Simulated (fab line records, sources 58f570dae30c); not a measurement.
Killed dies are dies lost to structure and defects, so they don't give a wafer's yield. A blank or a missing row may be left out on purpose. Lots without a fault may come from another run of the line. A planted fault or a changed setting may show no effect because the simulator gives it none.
fab line records | flow berkeley_cmos170
record lots=5 wafers=15 last_day=13
route steps=331 shown START@3 ZERO@6 NWELL@14
lots that met no fault: from a run of the same line without faults
start_h: hours from the record's first day to the start of the lot's first wafer shown | wait_h: hours since the lot's step before | " the same as in the row above | L1.1+2: a row that stands for several wafers | - no value, or no start given | * or withheld: withheld | < > ~ a bound
route shown NAME@n: a module of which the file shows steps, and the number in the route of the first | usual: mean/standard deviation of fault-free wafers | same: alike in all rows | chamber/n: place in a boat | sites: the reading at each site | _std_site: their standard deviation | _edge_site: outer sites' mean less inner sites' | radius_mm: how far each site lies from the wafer's centre | mask NAME#n: copy n | behind: the tool/chamber that last shaped the wafer | hold: why the lot was held/for how many hours/how that ended | device: the transistor (n, p or np) that didn't switch | end of line: the same wafers' tests at the end of the route | a step without rows: its recipe alone | killed: dies lost to structure and defects at the first sort, not the wafer's yield | map: a wafer's dies, x killed, . not, _ none there
set.NAME: the setting as run; set.NAME@STEP: as run at that earlier step | model.NAME: the simulator's own value behind a step, which no gauge read
lots at some steps of the route; a table a step, a row a wafer
services: from which hour (start_h, from the record's first day; less than 0 if before it) a tool's chamber was out of use, for how many hours, and why
## steps
# step UCB170_START_OXIDATION_02
# recipe temp_c=946.9 ambient=O2 target_thk_a=200 ox_time_s=1800
# usual tube_center_temp_C_max=949.3/0.38
# columns lot.wafer tool chamber start_h wait_h tube_center_temp_C_max
L084.1 furnace-04 0 60.51 0.3 949.1
L084.2 " 0 " " 949.5
L084.4 " 0 " " 949.7
L088.2 furnace-01 0 84.63 4.5 949.0
L088.4 " 0 " " 949.0
L088.5 " 0 " " 948.8
L089.1 furnace-04 0 92.30 6.3 948.9
L089.3 " 0 " " 950.2
L089.4 " 0 " " 949.5
L096.1 furnace-02 0 124.19 3.0 949.2
L096.2 " 0 " " 949.8
L096.3 " 0 " " 948.9
L097.3 furnace-01 0 129.53 4.1 949.8
L097.4 " 0 " " 949.6
L097.6 " 0 " " 950.2
# step UCB170_START_THK_MEAS_03
# recipe reads=SiO2_of_START_OXIDATION_02
# usual START_OXIDE_THK=19.2/0.35
# columns lot.wafer tool chamber start_h wait_h START_OXIDE_THK[nm]
L084.1 film_metro-04 - 62.01 0.0 19.4
L084.2 " - " " 19.2
L084.4 " - " " 19.3
L088.2 film_metro-03 - 86.14 0.0 18.8
L088.4 " - " " 18.6
L088.5 " - " " 18.5
L089.1 film_metro-01 - 93.80 0.0 19.7
L089.3 " - " " 19.8
L089.4 " - " " 19.9
L096.1 film_metro-01 - 125.69 0.0 19.0
L096.2 " - " " 19.5
L096.3 " - " " 19.3
L097.3 film_metro-01 - 131.05 0.0 18.9
L097.4 " - " " 19.2
L097.6 " - " " 19.4
# step UCB170_START_ANNEAL_04
# recipe temp_c=950 time_s=1200 ambient=N2
# usual tube_center_temp_C_max=952.5/0.39
# columns lot.wafer tool chamber start_h wait_h tube_center_temp_C_max
L084.1 furnace-04 0 66.01 4.0 952.0
L084.2 " 0 " " 951.8
L084.4 " 0 " " 952.9
L088.2 furnace-02 0 92.69 6.5 951.6
L088.4 " 0 " " 952.2
L088.5 " 0 " " 952.2
L089.1 furnace-02 0 100.13 6.3 952.6
L089.3 " 0 " " 952.2
L089.4 " 0 " " 952.0
L096.1 furnace-02 0 130.54 4.8 952.6
L096.2 " 0 " " 952.1
L096.3 " 0 " " 951.9
L097.3 furnace-02 0 137.31 6.2 952.8
L097.4 " 0 " " 952.6
L097.6 " 0 " " 953.1
# step UCB170_ZERO_HMDS_00
# recipe prime_time_s=60 prime_temp_c=100
# columns lot.wafer tool chamber start_h wait_h
L084.1+2+4 litho_track-03 0 67.65 0.3
L088.2+4+5 litho_track-02 0 94.05 0.0
L089.1+3+4 litho_track-03 0 101.46 0.0
L096.1+2+3 litho_track-03 0 131.88 0.0
L097.3+4+6 litho_track-02 0 139.05 0.4
# step UCB170_ZERO_COAT_01
# recipe resist=KrF spin_rpm=1500 resist_thk_nm=900
# usual dispense_pressure_kPa=50/4.8
# columns lot.wafer tool chamber start_h wait_h dispense_pressure_kPa
L084.1 litho_track-03 0 67.80 0.1 48
L084.2 " 0 " " 48
L084.4 " 0 " " 48
L088.2 litho_track-02 0 94.20 0.1 46
L088.4 " 0 " " 46
L088.5 " 0 " " 46
L089.1 litho_track-03 0 101.61 0.1 48
L089.3 " 0 " " 48
L089.4 " 0 " " 48
L096.1 litho_track-03 0 132.03 0.1 48
L096.2 " 0 " " 48
L096.3 " 0 " " 48
L097.3 litho_track-02 0 139.20 0.1 46
L097.4 " 0 " " 46
L097.6 " 0 " " 46
# step UCB170_ZERO_SOFTBAKE_02
# recipe resist=KrF temp_c=130 time_s=60
# columns lot.wafer tool chamber start_h wait_h
L084.1+2+4 litho_track-03 0 67.95 0.1
L088.2+4+5 litho_track-02 0 94.35 0.1
L089.1+3+4 litho_track-03 0 101.76 0.1
L096.1+2+3 litho_track-03 0 132.18 0.1
L097.3+4+6 litho_track-02 0 139.35 0.1
# step UCB170_ZERO_EXPOSE_03
# recipe mask_id=PM_MARKS na=0.5 sigma_outer=0.6 source_shape=conventional target_cd_nm=4000 dose_mj=30
# same sigma_outer=0.6
# columns lot.wafer tool chamber start_h wait_h mask
L084.1+2+4 krf_scanner-01 0 68.36 0.4 PM_MARKS#0
L088.2+4+5 krf_scanner-02 0 94.50 0.1 PM_MARKS#0
L089.1+3+4 krf_scanner-02 0 101.91 0.1 PM_MARKS#0
L096.1+2+3 krf_scanner-01 0 132.33 0.1 PM_MARKS#0
L097.3+4+6 krf_scanner-01 0 139.49 0.1 PM_MARKS#0
# step UCB170_ZERO_PEB_04
# recipe peb_temp_c=130 peb_time_s=withheld resist=KrF
# columns lot.wafer tool chamber start_h wait_h
L084.1+2+4 litho_track-04 0 69.12 0.7
L088.2+4+5 litho_track-03 0 94.62 0.1
L089.1+3+4 litho_track-04 0 102.03 0.1
L096.1+2+3 litho_track-04 0 132.44 0.1
L097.3+4+6 litho_track-02 0 139.61 0.1
# step UCB170_ZERO_DEVELOP_05
# recipe developer=TMAH develop_time_s=45 resist=KrF dev_temp_c=21
# columns lot.wafer tool chamber start_h wait_h
L084.1+2+4 litho_track-04 0 - -
L088.2+4+5 litho_track-03 0 - -
L089.1+3+4 litho_track-04 0 - -
L096.1+2+3 litho_track-04 0 - -
L097.3+4+6 litho_track-02 0 - -
# step UCB170_ZERO_ETCH_06
# recipe chemistry=CHF3/CF4/Ar target=SiO2 time_s=12 pressure_mtorr=100 rf_w=500 CHF3_flow_sccm=50 cf4_flow_sccm=10 Ar_flow_sccm=120 over_etch_frac=1.58
# usual drypump_motor_current_A=5.8/0.49 oes_product_au=0.617/0.0098 throttle_valve_pct=9.21/0.089
# columns lot.wafer tool chamber start_h wait_h drypump_motor_current_A oes_product_au rf_hours_counter_h throttle_valve_pct
L084.1 rie_diel-02 3 69.39 - 6.5 0.610 52 9.36
L084.2 " 2 " " 5.6 0.606 136 9.36
L084.4 " 1 " " 6.2 0.616 23 9.05
L088.2 rie_diel-01 2 94.87 - 5.7 0.605 51 9.22
L088.4 " 1 " " 6.1 0.619 53 9.09
L088.5 " 3 " " 4.9 0.625 - 9.20
L089.1 rie_diel-04 3 102.30 - 6.4 0.610 34 9.23
L089.3 " 2 " " 5.8 0.631 84 9.16
L089.4 " 0 " " 5.5 0.623 17 9.19
L096.1 rie_diel-04 0 132.72 - 5.5 0.612 18 9.19
L096.2 " 3 " " 6.4 0.603 35 9.24
L096.3 " 1 " " 5.4 0.631 3 9.21
L097.3 rie_diel-01 3 139.84 - 4.9 0.617 55 9.19
L097.4 " 2 " " 5.7 0.600 - 9.22
L097.6 " 1 " " 6.1 0.618 - 9.07
# step UCB170_ZERO_STRIP_07
# recipe chemistry=O2 power_w=400 pressure_mtorr=3500 platen_temp_c=withheld o2_flow_sccm=400 overash_fraction=0.5
# usual drypump_motor_current_A=6.0/0.52 oes_product_au=0.727/0.0046 strip_time_to_endpoint_s=21.46/0.07
# columns lot.wafer tool chamber start_h wait_h drypump_motor_current_A oes_product_au rf_hours_counter_h strip_time_to_endpoint_s
L084.1 plasma_asher-04 1 69.41 0.0 5.3 0.725 26 21.40
L084.2 " 0 " " 6.2 0.732 26 21.36
L084.4 " 0 " " 6.2 0.732 - 21.44
L088.2 plasma_asher-03 1 94.89 0.0 6.4 0.731 37 21.52
L088.4 " 1 " " 6.4 0.726 - 21.49
L088.5 " 0 " " 6.8 0.720 - 21.40
L089.1 plasma_asher-03 1 102.32 0.0 6.4 0.720 38 21.43
L089.3 " 0 " " 6.9 0.726 - 21.51
L089.4 " 1 " " 6.4 0.727 - 21.54
L096.1 plasma_asher-02 1 132.74 0.0 5.7 0.732 39 21.50
L096.2 " 0 " " 5.5 0.731 39 21.51
L096.3 " 1 " " 5.7 0.726 - 21.42
L097.3 plasma_asher-03 0 139.90 0.0 6.8 0.720 - 21.25
L097.4 " 1 " " 6.4 0.726 - 21.31
L097.6 " 0 " " 6.8 0.722 - 21.30
# step UCB170_NWELL_WET_ETCH_00
# recipe chemistry=dHF dilution=25:1 target=SiO2 temp_c=25 time_s=200
# columns lot.wafer tool chamber start_h wait_h
L084.1+2+4 wet_bench-03 3 69.73 0.3
L088.2+4+5 wet_bench-03 1 94.99 0.1
L089.1+3+4 wet_bench-04 0 103.59 1.2
L096.1+2+3 wet_bench-02 1 132.84 0.1
L097.3+4+6 wet_bench-02 3 142.25 2.3
# step UCB170_NWELL_OXIDATION_01
# recipe temp_c=1000 ambient=O2 target_thk_a=264 ox_time_s=1260
# usual tube_center_temp_C_max=1002.6/0.43
# columns lot.wafer tool chamber start_h wait_h tube_center_temp_C_max
L084.1 furnace-04 0 73.11 3.3 1002.9
L084.2 " 0 " " 1002.5
L084.4 " 0 " " 1002.0
L088.2 furnace-01 0 100.25 5.2 1002.0
L088.4 " 0 " " 1002.4
L088.5 " 0 " " 1003.1
L089.1 furnace-02 0 106.64 3.0 1001.9
L089.3 " 0 " " 1002.6
L089.4 " 0 " " 1002.1
L096.1 furnace-04 0 138.35 5.4 1003.0
L096.2 " 0 " " 1002.0
L096.3 " 0 " " 1002.7
L097.3 furnace-04 0 145.78 3.5 1002.2
L097.4 " 0 " " 1002.1
L097.6 " 0 " " 1002.5
## services
# columns tool chamber start_h hours kind
rie_diel-04 1 38.64 - clean
rie_diel-04 1 38.64 17.7 scheduled_down
krf_scanner-02 - 39.42 0.8 pm
wet_bench-04 - 40.34 3.2 repair
krf_scanner-01 - 58.13 0.6 repair
krf_scanner-02 - 64.71 7.2 pm
plasma_asher-03 - 67.24 0.8 repair
krf_scanner-02 - 71.91 1.3 pm
krf_scanner-01 - 73.21 1.3 pm
krf_scanner-01 - 80.39 11.6 pm
furnace-04 - 84.56 2.2 pm
rie_diel-04 1 84.82 8.3 repair
krf_scanner-02 - 93.35 0.7 repair
rie_diel-02 1 94.79 10.1 repair
plasma_asher-03 - 108.75 9.0 pm
plasma_asher-03 0 108.75 9.0 vent_cycle
plasma_asher-03 1 108.75 9.0 vent_cycle
plasma_asher-03 0 117.75 - clean
plasma_asher-03 1 117.75 - clean
krf_scanner-02 - 127.09 0.4 repair
wet_bench-03 - 134.20 36.4 pm
rie_diel-01 0 137.49 6.0 repair
krf_scanner-01 - 142.88 1.0 pm
krf_scanner-02 - 143.96 4.4 pm
## key
fault none
